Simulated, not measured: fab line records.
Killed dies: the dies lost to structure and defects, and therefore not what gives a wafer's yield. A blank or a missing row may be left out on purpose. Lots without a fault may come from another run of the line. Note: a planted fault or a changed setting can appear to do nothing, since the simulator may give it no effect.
2 desks looking at one fault | flow rit cmos | numbers are kept per desk, each desk with only its own; the story behind them comes last

THE TOOL OWNER'S DESK: litho track-01
The tool's own readings at RIT_PSD_COAT_01 (resist thk 1000 nm): means of the sampled wafers that have a number, for each lot that ran on this tool. If a lot's mean is further than 4 standard deviations from the usual mean, the lot is out of limits and carries the mark OUT (the distance appears in the brackets).
Columns: A = spin speed rpm at RIT_PSD_COAT_01, usual 3250.0 rpm
lot  | first seen here | A
L140 | day 3 20:59     | 3251.2
L151 | day 6 02:20     | 3105.9 (-69) OUT
L154 | day 6 20:17     | 3106.3 (-68) OUT
This desk's finding: out of limits on L151, L154; first on L151, day 6 02:20 (spin speed rpm at RIT_PSD_COAT_01). In limits: L140.

THE METROLOGY DESK
What the gauges read, lot by lot, whatever tool the lot ran on: means of the sampled wafers that have a number. If a lot's mean is further than 4 standard deviations from the usual mean, the lot is out of limits and carries the mark OUT (the distance appears in the brackets).
Columns: A = NSD_OVL at RIT_NSD_OVL_MEAS_06, usual -0.1 nm; B = NSD_TW at RIT_NSD_TW_MEAS_10, usual 3100; C = PSD_OVL at RIT_PSD_OVL_MEAS_06, usual -0.2 nm
lot  | first seen here | A    | B    | C
L136 | day 3 00:17     | 1.0  | 3125 | -1.0
L140 | day 3 20:14     | -1.0 | 3136 | -1.8
L151 | day 6 01:35     | -1.1 | 3149 | -0.1
L154 | day 6 19:33     | -0.2 | 3137 | 0.2
L155 | day 6 22:34     | -0.7 | 3044 | 1.2
L157 | day 7 08:23     | 1.7  | 3148 | -0.1
This desk's finding: nothing out of limits on any of the 6 lots.

PUT TOGETHER
On L151, L154, at day 6 02:20, an alarm was possible from the tool owner's desk.
At the metrology desk, nothing out of limits was observed.
The metrology desk has L151, L154 on record, within its limits.
Of the lots named, all ran RIT_PSD_COAT_01 on litho track-01.

WHAT THE SIMULATOR HAD INSERTED
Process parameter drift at RIT_PSD_COAT_01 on litho track-01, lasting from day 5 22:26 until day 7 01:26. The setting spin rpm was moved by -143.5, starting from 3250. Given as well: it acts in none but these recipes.
Lots struck among those shown: L151, L154.
Hours from the fault's start to each desk's first reading out of limits: the tool owner's desk, 4.
